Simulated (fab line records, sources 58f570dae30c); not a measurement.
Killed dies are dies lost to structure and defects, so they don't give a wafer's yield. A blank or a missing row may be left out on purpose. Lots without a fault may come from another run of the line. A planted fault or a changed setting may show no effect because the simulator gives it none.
Which tool did it? | flow berkeley_cmos170 | 7 lots, 21 wafers sampled, at 2 steps of a route of 331

WHAT THE GAUGES READ, wafer by wafer
UCB170_M3_OVL_MEAS_16.
lot  | measured     | on         | M3_OVL (nm)
L238 | day 7 17:06  | overlay-01 | -1 1 2
L240 | day 8 14:52  | overlay-01 | -3 -3 6
L244 | day 9 15:48  | overlay-01 | -2 -8 -2
L245 | day 9 17:44  | overlay-02 | - - -
L249 | day 10 07:37 | overlay-01 | - - -
L257 | day 11 19:05 | overlay-02 | 0 8 8
L258 | day 12 02:45 | overlay-01 | -13 -10 -2

WHICH TOOL RAN EACH LOT (tool, then ch and the chambers of the sampled wafers, then the start)
lot  | UCB170_M3_PEB_13
L238 | litho_track-03 ch 0, day 7 16:43
L240 | litho_track-02 ch 0, day 8 14:27
L244 | litho_track-03 ch 0, day 9 15:26
L245 | litho_track-03, day 9 17:20
L249 | litho_track-02, day 10 07:13
L257 | litho_track-01 ch 0, day 11 18:41
L258 | litho_track-03 ch 0, day 12 02:22
- UCB170_M3_PEB_13

THE ANSWER, worked out from the rows above alone
Rule: what is usual is taken from the lots themselves. Put in order of their means at a reading, lots are off if they are a third of the lots or fewer, leave a main group of 4 or more, and stand apart from it by a gap of 3 or more times the standard deviation of the main group's means; of several such gaps the widest counts. A main group whose means are all the same, to the digits that the tables above print for the reading, isn't used. A lot without any number at a reading at which 4 lots or more have one is off too. The other lots that the step has rows for count as sound.
Off: L245, L249, at UCB170_M3_OVL_MEAS_16 (M3_OVL). Without a number there: L245, L249. The main group: mean -1 nm, standard deviation 4.6.
A tool fits if, at a process step before that reading, it ran every lot that is off, and no sound lot after the first of them. The gauges at UCB170_M3_OVL_MEAS_16 are tried like those tools. None of those tried fits.

WHAT THE SIMULATOR HAD PUT IN
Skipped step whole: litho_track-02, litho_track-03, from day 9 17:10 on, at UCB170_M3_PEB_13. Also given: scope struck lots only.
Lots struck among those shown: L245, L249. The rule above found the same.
